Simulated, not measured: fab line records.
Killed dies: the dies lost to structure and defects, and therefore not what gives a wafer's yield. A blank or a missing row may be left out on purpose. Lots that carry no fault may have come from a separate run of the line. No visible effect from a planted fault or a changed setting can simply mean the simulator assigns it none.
fab line records ; flow rit-cmos
record: lots: 5; wafers: 15; last-day: 6
route steps=202 shown M1@192
lots untouched by any fault: they come from a run of this same line in which no faults occurred
start-h: start of the lot's first displayed wafer, in hours after the record's first day ; wait-h: hours elapsed since this lot's preceding step ; " as in the row above ; L1.1+2: one row covering several wafers at once ; - no value, or no start given ; * or withheld: withheld ; < > ~ a bound
route shown NAME@n: NAME is a module with steps in the file, n the number in the route of the first one ; usual: mean/standard deviation of fault-free wafers ; same: alike in all rows ; chamber/n: place in a boat ; sites: the reading at each site ; _std_site: the standard deviation of these ; _edge_site: outer sites' mean less inner sites' ; radius-mm: how far each site lies from the wafer's centre ; mask NAME#n: copy n ; behind: the most recent tool/chamber to have shaped the wafer ; hold: the reason the lot was held/the length of the hold in hours/how it ended ; device: the transistor (n, p or np) that didn't switch ; end of line: the same wafers' tests at the end of the route ; a step with no rows: only its recipe ; killed: dies lost to structure and defects at the first sort, not the wafer's yield ; map: a wafer's dies, marking killed ones x, the rest . and places with no die _
set.NAME: the setting that was run; set.NAME@STEP: the one run at that earlier step ; model.NAME: the simulator's own value behind a step, which no gauge read
lots seen at some steps along the route; tables by step, rows by wafer
services: from which hour (start-h, from the record's first day; less than 0 if before it) a tool's chamber was out of use, for how many hours, and why
== steps ==
step: RIT_M1_DEVELOP_08
recipe: resist: NOVOLAK; develop-time-s: 68; dev-temp-c: 23
usual: developer-temp-C: 22.99/0.1
same: develop-time-s: 68
lot.wafer;tool;chamber;start-h;wait-h;developer-temp-C
L076.1;litho-track-01;0;-;-;23.16
L076.3;litho-track-01;0;-;-;23.16
L076.6;litho-track-01;0;-;-;23.06
L079.1;litho-track-04;0;-;-;23.11
L079.2;litho-track-04;0;-;-;23.13
L079.3;litho-track-04;0;-;-;22.92
L081.3;litho-track-01;0;-;-;22.94
L081.4;litho-track-01;0;-;-;22.96
L081.5;litho-track-01;0;-;-;22.84
L083.3;litho-track-02;0;-;-;23.12
L083.4;litho-track-02;0;-;-;23.15
L083.5;litho-track-02;0;-;-;23.12
L089.1;litho-track-02;0;-;-;22.85
L089.2;litho-track-02;0;-;-;22.90
L089.5;litho-track-02;0;-;-;22.92
step: RIT_M1_CD_MEAS_09
recipe: target-cd-nm: 2600
usual: cd-nm: 2600.6/2.3
lot.wafer;tool;chamber;start-h;wait-h;cd-nm
L076.1;cd-sem-01;-;69.66;-;2602.4
L076.3;cd-sem-01;-;69.66;-;2603.6
L076.6;cd-sem-01;-;69.66;-;2603.7
L079.1;cd-sem-02;-;81.36;-;2600.9
L079.2;cd-sem-02;-;81.36;-;2600.9
L079.3;cd-sem-02;-;81.36;-;2600.3
L081.3;cd-sem-01;-;89.05;-;2599.9
L081.4;cd-sem-01;-;89.05;-;2601.0
L081.5;cd-sem-01;-;89.05;-;2601.0
L083.3;cd-sem-02;-;98.68;-;2604.3
L083.4;cd-sem-02;-;98.68;-;2604.7
L083.5;cd-sem-02;-;98.68;-;2602.3
L089.1;cd-sem-01;-;129.27;-;2599.9
L089.2;cd-sem-01;-;129.27;-;2599.8
L089.5;cd-sem-01;-;129.27;-;2600.8
step: RIT_M1_OVL_MEAS_10
usual: M1_OVL: -0.2/1.4
lot.wafer;tool;chamber;start-h;wait-h;M1_OVL[nm]
L076.1;overlay-01;-;69.78;0.1;1.8
L076.3;overlay-01;-;69.78;0.1;0.7
L076.6;overlay-01;-;69.78;0.1;-1.1
L079.1;overlay-01;-;81.48;0.1;-1.4
L079.2;overlay-01;-;81.48;0.1;1.1
L079.3;overlay-01;-;81.48;0.1;0.7
L081.3;overlay-01;-;89.14;0.1;-0.8
L081.4;overlay-01;-;89.14;0.1;-1.5
L081.5;overlay-01;-;89.14;0.1;1.4
L083.3;overlay-01;-;98.77;0.1;-0.1
L083.4;overlay-01;-;98.77;0.1;-1.5
L083.5;overlay-01;-;98.77;0.1;1.2
L089.1;overlay-02;-;129.39;0.1;-2.5
L089.2;overlay-02;-;129.39;0.1;-1.2
L089.5;overlay-02;-;129.39;0.1;-1.9
step: RIT_M1_HARDBAKE_11
recipe: resist: NOVOLAK; temp-c: 140; time-s: 120
lot.wafer;tool;chamber;start-h;wait-h
L076.1+3+6;litho-track-01;0;69.82;0.0
L079.1+2+3;litho-track-04;0;81.65;0.2
L081.3+4+5;litho-track-01;0;89.25;0.1
L083.3+4+5;litho-track-01;0;98.88;0.1
L089.1+2+5;litho-track-02;0;129.43;0.0
step: RIT_M1_METAL_ETCH_12
recipe: stop-on: SiO2; chemistry: Cl2/BCl3; target: Al; time-s: 165; over-etch-frac: 0.5; pressure-mtorr: 100; target-depth-a: 6000; rf-w: 250; Cl2_flow_sccm: 60; bcl3-flow-sccm: 50
usual: drypump-motor-current-A: 5.6/0.56; mfc-cl2-sccm: 59.98/0.18; oes-product-au: 0.776/0.015; rf-fwd-power-W: 248.3/0.81; throttle-valve-pct: 8.27/0.065
lot.wafer;tool;chamber;start-h;wait-h;drypump-motor-current-A;mfc-cl2-sccm;oes-product-au;rf-fwd-power-W;rf-hours-counter-h;throttle-valve-pct
L076.1;rie-metal-04;0;70.07;0.2;5.3;60.18;0.790;249.5;30;8.17
L076.3;rie-metal-04;0;70.07;0.2;5.3;60.27;0.792;249.0;-;8.17
L076.6;rie-metal-04;0;70.07;0.2;5.3;60.37;0.788;249.4;-;8.16
L079.1;rie-metal-04;1;81.90;0.2;5.6;59.92;0.777;246.8;34;8.25
L079.2;rie-metal-04;0;81.90;0.2;5.3;59.93;0.794;250.3;31;8.17
L079.3;rie-metal-04;0;81.90;0.2;5.3;59.84;0.799;249.8;-;8.18
L081.3;rie-metal-01;0;89.47;0.2;6.2;59.79;0.774;247.4;-;8.35
L081.4;rie-metal-01;1;89.47;0.2;4.6;60.03;0.786;249.7;-;8.27
L081.5;rie-metal-01;0;89.47;0.2;6.2;59.96;0.776;248.1;-;8.36
L083.3;rie-metal-03;1;99.10;0.2;6.1;59.96;0.756;248.1;-;8.21
L083.4;rie-metal-03;0;99.10;0.2;5.5;60.09;0.761;248.6;-;8.35
L083.5;rie-metal-03;1;99.10;0.2;6.1;59.86;0.746;247.6;-;8.20
L089.1;rie-metal-03;1;129.68;0.2;6.1;59.82;0.756;247.8;3;8.21
L089.2;rie-metal-03;0;129.68;0.2;5.5;59.92;0.758;248.6;3;8.35
L089.5;rie-metal-03;0;129.68;0.2;5.5;59.77;0.763;248.4;-;8.35
step: RIT_M1_STRIP_13
recipe: chemistry: nmp; resist: NOVOLAK; temp-c: 80; time-s: 600; dry: n2-spin
lot.wafer;tool;chamber;start-h;wait-h
L076.1+3+6;wet-bench-01;1;70.23;0.1
L079.1+2+3;wet-bench-02;2;82.06;0.1
L081.3+4+5;wet-bench-04;2;89.58;0.1
L083.3+4+5;wet-bench-01;2;99.21;0.1
L089.1+2+5;wet-bench-04;3;129.84;0.1
step: RIT_M1_STRIP_14
recipe: chemistry: O2; time-s: 180; platen-temp-c: withheld; power-w: 500; pressure-mtorr: 4000; o2-flow-sccm: 4000
usual: drypump-motor-current-A: 6.1/0.42; o2-flow-sccm: 4002/14
lot.wafer;tool;chamber;start-h;wait-h;drypump-motor-current-A;o2-flow-sccm;rf-hours-counter-h
L076.1;plasma-asher-04;0;70.40;0.0;6.6;3986;44
L076.3;plasma-asher-04;1;70.40;0.0;6.1;3997;-
L076.6;plasma-asher-04;1;70.40;0.0;6.1;4048;-
L079.1;plasma-asher-01;0;82.24;0.0;5.4;4001;45
L079.2;plasma-asher-01;1;82.24;0.0;5.5;3996;45
L079.3;plasma-asher-01;0;82.24;0.0;5.4;3999;-
L081.3;plasma-asher-02;1;89.81;0.1;6.3;4003;-
L081.4;plasma-asher-02;0;89.81;0.1;6.4;4006;-
L081.5;plasma-asher-02;1;89.81;0.1;6.3;3992;-
L083.3;plasma-asher-04;1;99.44;0.1;6.1;4002;-
L083.4;plasma-asher-04;0;99.44;0.1;6.5;4006;-
L083.5;plasma-asher-04;1;99.44;0.1;6.1;4013;-
L089.1;plasma-asher-04;1;130.03;0.0;6.1;4000;1
L089.2;plasma-asher-04;0;130.03;0.0;6.6;3989;1
L089.5;plasma-asher-04;0;130.03;0.0;6.6;3986;-
step: RIT_M1_CD_MEAS_90
recipe: target-cd-nm: 2600
usual: cd-nm: 2601.4/2.6
lot.wafer;tool;chamber;start-h;wait-h;cd-nm
L076.1;cd-sem-02;-;70.58;0.1;2603.9
L076.3;cd-sem-02;-;70.58;0.1;2604.2
L076.6;cd-sem-02;-;70.58;0.1;2603.8
L079.1;cd-sem-01;-;82.41;0.1;2602.6
L079.2;cd-sem-01;-;82.41;0.1;2603.0
L079.3;cd-sem-01;-;82.41;0.1;2601.5
L081.3;cd-sem-01;-;89.97;0.1;2601.3
L081.4;cd-sem-01;-;89.97;0.1;2602.2
L081.5;cd-sem-01;-;89.97;0.1;2602.5
L083.3;cd-sem-02;-;99.60;0.1;2605.1
L083.4;cd-sem-02;-;99.60;0.1;2605.7
L083.5;cd-sem-02;-;99.60;0.1;2603.5
L089.1;cd-sem-02;-;130.21;0.1;2598.2
L089.2;cd-sem-02;-;130.21;0.1;2599.6
L089.5;cd-sem-02;-;130.21;0.1;2601.1
step: RIT_M1_ANNEAL_15
recipe: temp-c: 450; time-s: 1800; ambient: forming_gas_H2N2
usual: spike-tc-load-C: 470.5/2.5; zone-power-source-pct: 7.54/0.14
lot.wafer;tool;chamber;start-h;wait-h;spike-tc-load-C;zone-power-source-pct
L076.1;-;-;70.70;0.1;466.5;7.87
L076.3;-;-;70.70;0.1;468.4;7.85
L076.6;-;-;70.70;0.1;466.0;7.66
L079.1;-;-;83.33;0.9;467.4;7.63
L079.2;-;-;83.33;0.9;466.7;7.67
L079.3;-;-;83.33;0.9;467.3;7.76
L081.3;-;-;90.05;0.1;473.5;7.44
L081.4;-;-;90.05;0.1;473.7;7.42
L081.5;-;-;90.05;0.1;472.7;7.56
L083.3;-;-;99.68;0.1;472.7;7.28
L083.4;-;-;99.68;0.1;473.3;7.34
L083.5;-;-;99.68;0.1;470.9;7.51
L089.1;-;-;130.33;0.1;471.7;7.54
L089.2;-;-;130.33;0.1;470.6;7.53
L089.5;-;-;130.33;0.1;471.7;7.61
step: RIT_M1_BOW_MEAS_16
recipe: mode: bow
usual: M1_BOW: 16/6.3
lot.wafer;tool;chamber;start-h;wait-h;M1_BOW[um]
L076.1;film-metro-01;-;72.20;0.0;2
L076.3;film-metro-01;-;72.20;0.0;14
L076.6;film-metro-01;-;72.20;0.0;19
L079.1;film-metro-02;-;84.83;0.0;17
L079.2;film-metro-02;-;84.83;0.0;21
L079.3;film-metro-02;-;84.83;0.0;9
L081.3;film-metro-03;-;91.59;0.0;19
L081.4;film-metro-03;-;91.59;0.0;13
L081.5;film-metro-03;-;91.59;0.0;22
L083.3;film-metro-01;-;101.22;0.0;20
L083.4;film-metro-01;-;101.22;0.0;12
L083.5;film-metro-01;-;101.22;0.0;12
L089.1;film-metro-03;-;131.83;0.0;16
L089.2;film-metro-03;-;131.83;0.0;21
L089.5;film-metro-03;-;131.83;0.0;11
step: RIT_M1_PROBE_99
usual: defect-limited-yield: 97.5/1.2; killed-at-front-end: 7/3.2; killed-dies: 7/3.2; killed-open: 3.2/2.1; killed-short: 3.5/2.2; sort_bin_3_pad_short: 0.1/0.24; sort_bin_5_function: 1.5/0.83; sort_bin_6_memory: 1.0/0.65; sort-n-pass: 257/3.2; sort-yield-pct: 97.5/1.2
same: gross-dies: 264; killed_at_M0_to_M3: 0; killed_at_M4_up: 0; killed-at-back-side: 0; killed-at-contacts: 0; killed-at-other: 0
lot.wafer;tool;chamber;start-h;wait-h;defect-limited-yield[%];killed-at-front-end;killed-dies;killed-open;killed-short;sort_bin_3_pad_short[%];sort_bin_5_function[%];sort_bin_6_memory[%];sort-n-pass;sort-yield-pct[%]
L076.1;prober-02;-;72.32;0.1;98.5;4;4;2;2;0;0.8;0.8;260;98.5
L076.3;prober-02;-;72.42;0.2;95.1;13;13;6;7;0.4;2.7;1.9;251;95.1
L076.6;prober-02;-;72.57;0.2;97.0;8;8;2;6;0;2.3;0.8;256;97.0
L079.1;prober-01;-;84.95;0.1;98.5;4;4;3;1;0.4;0.4;0.8;260;98.5
L079.2;prober-01;-;85.00;0.1;98.1;5;5;3;2;0.8;0.8;0.4;259;98.1
L079.3;prober-01;-;85.05;0.2;93.2;18;18;12;6;0;4.5;2.3;246;93.2
L083.3;prober-01;-;101.40;0.2;97.3;7;7;2;5;0;2.3;0.4;257;97.3
L083.4;prober-01;-;101.45;0.2;98.1;5;5;2;3;0.4;1.1;0.4;259;98.1
L083.5;prober-01;-;101.50;0.2;99.2;2;2;0;2;0;0.4;0.4;262;99.2
L089.1;prober-01;-;131.95;0.1;97.3;7;7;5;2;0.4;0.8;1.5;257;97.3
L089.2;prober-01;-;132.00;0.1;97.7;6;6;2;4;0;0.8;1.5;258;97.7
L089.5;prober-01;-;132.15;0.2;99.2;2;2;1;1;0;0.4;0.4;262;99.2
killed by level:class
L076.1 FOX1:geometric-particle:short=1 SPACER:geometric-particle:open=1 SPACER:geometric-particle:short=1 SILICIDE:geometric-particle:open=1
L076.3 GATE:geometric-particle:short=4 GATE:geometric-particle:open=3 SILICIDE:geometric-particle:short=2 FOX1:geometric-particle:open=1 FOX2:geometric-particle:open=1 REOX:geometric-particle:short=1 SPACER:geometric-particle:open=1
L076.6 FOX2:geometric-particle:short=2 FOX1:geometric-particle:short=1 GATE:geometric-particle:short=1 GATE:geometric-particle:open=1 SPACER:geometric-particle:short=1 SPACER:geometric-particle:open=1 SILICIDE:geometric-particle:short=1
L079.1 SPACER:geometric-particle:open=2 FOX1:geometric-particle:open=1 SPACER:geometric-particle:short=1
L079.2 REOX:geometric-particle:open=2 REOX:geometric-particle:short=1 SILICIDE:geometric-particle:short=1 SILICIDE:geometric-particle:open=1
L079.3 REOX:geometric-particle:short=5 REOX:geometric-particle:open=3 FOX2:geometric-particle:open=2 GATE:geometric-particle:open=2 SPACER:geometric-particle:open=2 SILICIDE:geometric-particle:open=2 FOX1:geometric-particle:open=1 SPACER:geometric-particle:short=1
L083.3 FOX1:geometric-particle:short=2 SPACER:geometric-particle:short=2 GATE:geometric-particle:short=1 REOX:geometric-particle:open=1 SILICIDE:geometric-particle:open=1
L083.4 FOX2:geometric-particle:short=1 GATE:geometric-particle:open=1 REOX:geometric-particle:short=1 SPACER:geometric-particle:open=1 SPACER:geometric-particle:short=1
L083.5 ACTIVE:geometric-particle:short=1 GATE:geometric-particle:short=1
L089.1 SILICIDE:geometric-particle:open=2 FOX1:geometric-particle:open=1 FOX2:geometric-particle:open=1 GATE:geometric-particle:short=1 GATE:geometric-particle:open=1 SILICIDE:geometric-particle:short=1
L089.2 REOX:geometric-particle:short=2 GATE:geometric-particle:open=1 GATE:geometric-particle:short=1 REOX:geometric-particle:open=1 SILICIDE:geometric-particle:short=1
L089.5 FOX2:geometric-particle:open=1 GATE:geometric-particle:short=1
== services ==
tool;chamber;start-h;hours;kind
furnace-02;-;91.55;2.2;pm
rie-metal-01;-;94.27;4.0;pm
plasma-asher-01;-;106.44;15.6;pm
plasma-asher-04;-;108.75;9.0;pm
plasma-asher-04;0;108.75;9.0;vent-cycle
plasma-asher-04;1;108.75;9.0;vent-cycle
plasma-asher-04;0;117.75;-;clean
plasma-asher-04;1;117.75;-;clean
rie-metal-03;-;118.30;2.8;pm
== key ==
fault none
